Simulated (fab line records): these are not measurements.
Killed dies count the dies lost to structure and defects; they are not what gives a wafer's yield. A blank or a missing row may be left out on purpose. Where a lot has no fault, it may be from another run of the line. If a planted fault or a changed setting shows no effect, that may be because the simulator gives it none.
Lot-split experiment    flow berkeley-cmos170    27 wafers read from 5 lots, route of 331 steps

## THE SPLIT ITSELF
At UCB170_NWELL_ETCH_13 (etches Si3N4 in CH3F/Ar/O2, stops on SiO2, target depth 246.4 nm, time 154 s), the setting target-depth-a was moved away from the recipe's 2464 angstrom on 6 of the 27 wafers read, by -33.7% to -16.2%. All remaining wafers had this setting at the recipe value.

The reading is taken at the split's own step.

## THE READING
KrF_of_NWELL_COAT_07.thk-nm (the simulator's own value, which no gauge read), in nm, at UCB170_NWELL_ETCH_13 (etches Si3N4 in CH3F/Ar/O2, stops on SiO2, target depth 246.4 nm, time 154 s). The file gives no usual value for it. The 21 wafers here that ran the recipe average 723.8 nm, standard deviation 3.6 nm.

wafer   tool, chamber at the split  target-depth-a as run, angstrom  against the recipe  KrF_of_NWELL_COAT_07.thk-nm, nm  against lot-mates on the recipe
L074.1  rie-diel-02, 2              2464                             recipe              726.1                            -
L074.2  rie-diel-02, 1              2464                             recipe              720.9                            -
L074.3  rie-diel-02, 0              2464                             recipe              720.8                            -
L074.4  rie-diel-02, 3              2464                             recipe              725.5                            -
L074.5  rie-diel-02, 1              2464                             recipe              721.8                            -
L074.6  rie-diel-02, 2              2464                             recipe              722.8                            -
L077.1  rie-diel-04, 0              2464                             recipe              729.1                            -
L077.2  rie-diel-04, 2              2464                             recipe              725.3                            -
L077.3  rie-diel-04, 1              2464                             recipe              728.5                            -
L077.4  rie-diel-04, 3              2464                             recipe              719.3                            -
L077.5  rie-diel-04, 3              2464                             recipe              720.4                            -
L077.6  rie-diel-04, 2              2464                             recipe              718.9                            -
L079.1  rie-diel-04, 1              2464                             recipe              729.3                            -
L079.2  rie-diel-04, 3              2464                             recipe              722.6                            -
L079.4  rie-diel-04, 0              2464                             recipe              729.8                            -
L080.1  rie-diel-03, 0              2464                             recipe              725.8                            -
L080.2  rie-diel-03, 3              2464                             recipe              721                              -
L080.3  rie-diel-03, 1              2464                             recipe              720.2                            -
L080.4  rie-diel-03, 2              2065                             -16.2%              754.3                            +32.0
L080.5  rie-diel-03, 1              2065                             -16.2%              744.2                            +21.9
L080.6  rie-diel-03, 2              2065                             -16.2%              754.3                            +32.0
L083.1  rie-diel-04, 2              2464                             recipe              719.3                            -
L083.2  rie-diel-04, 3              1633                             -33.7%              772.2                            +48.5
L083.3  rie-diel-04, 1              1633                             -33.7%              777.3                            +53.6
L083.4  rie-diel-04, 0              2464                             recipe              727.9                            -
L083.5  rie-diel-04, 0              1633                             -33.7%              781.2                            +57.5
L083.6  rie-diel-04, 1              2464                             recipe              723.9                            -

FIT RESULTS
A straight line over all 27 wafers: KrF_of_NWELL_COAT_07.thk-nm changes by -1.59 nm for each +1% of target-depth-a; r = -0.98; the points scatter about the line by 3.9 nm.
The same after taking each lot's own level away (the mean of its wafers on the recipe; 27 wafers): -1.61 nm for each +1%; r = -0.98; scatter 3.8 nm.
That fit puts the effect of the largest move of target-depth-a on the reading at 54 nm.
The span of the lots' own levels, 722.33 to 727.23 nm, comes to 1.4 times the standard deviation stated above.
The two slopes are in agreement: the lot-to-lot level therefore moves the slope only a little.
Check: +56.6 nm against its lot-mates is what the line predicts for one of the wafers moved furthest among these (-33.7%) when that wafer is left out of the fit. Against them it came out at +48.5 nm.

## FURTHER SPLITS ON THESE WAFERS
Before the reading, these wafers also passed through other splits. Each is held against what the fit with the lots' levels taken away leaves over:
other split on the same wafers      wafers away from the commonest value  r with KrF_of_NWELL_COAT_07.thk-nm (lot level and that fit taken away)
UCB170_ZERO_ETCH_06 target-depth-a  9                                     -0.16

## THE WHOLE CHAIN: every reading that the file lists as answering this split, in the file's order
step                   what it does                                                                  reading                                                                       change (the file's fit)               r (the file's)
UCB170_NWELL_ETCH_13   etches Si3N4 in CH3F/Ar/O2, stops on SiO2, target depth 246.4 nm, time 154 s  etch.depth-nm (the simulator's own value, which no gauge read)                +1.75 nm for each +1% of the setting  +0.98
UCB170_NWELL_ETCH_13   etches Si3N4 in CH3F/Ar/O2, stops on SiO2, target depth 246.4 nm, time 154 s  KrF_of_NWELL_COAT_07.thk-nm (the simulator's own value, which no gauge read)  -1.61 nm for each +1% of the setting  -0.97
UCB170_NWELL_STRIP_15  strips in O2                                                                  strip-time-to-endpoint-s                                                      withheld for each +1% of the setting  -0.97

## THE FILE'S OWN FIT
KrF_of_NWELL_COAT_07.thk-nm changes by -1.61 nm for each +1% of target-depth-a, r = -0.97.
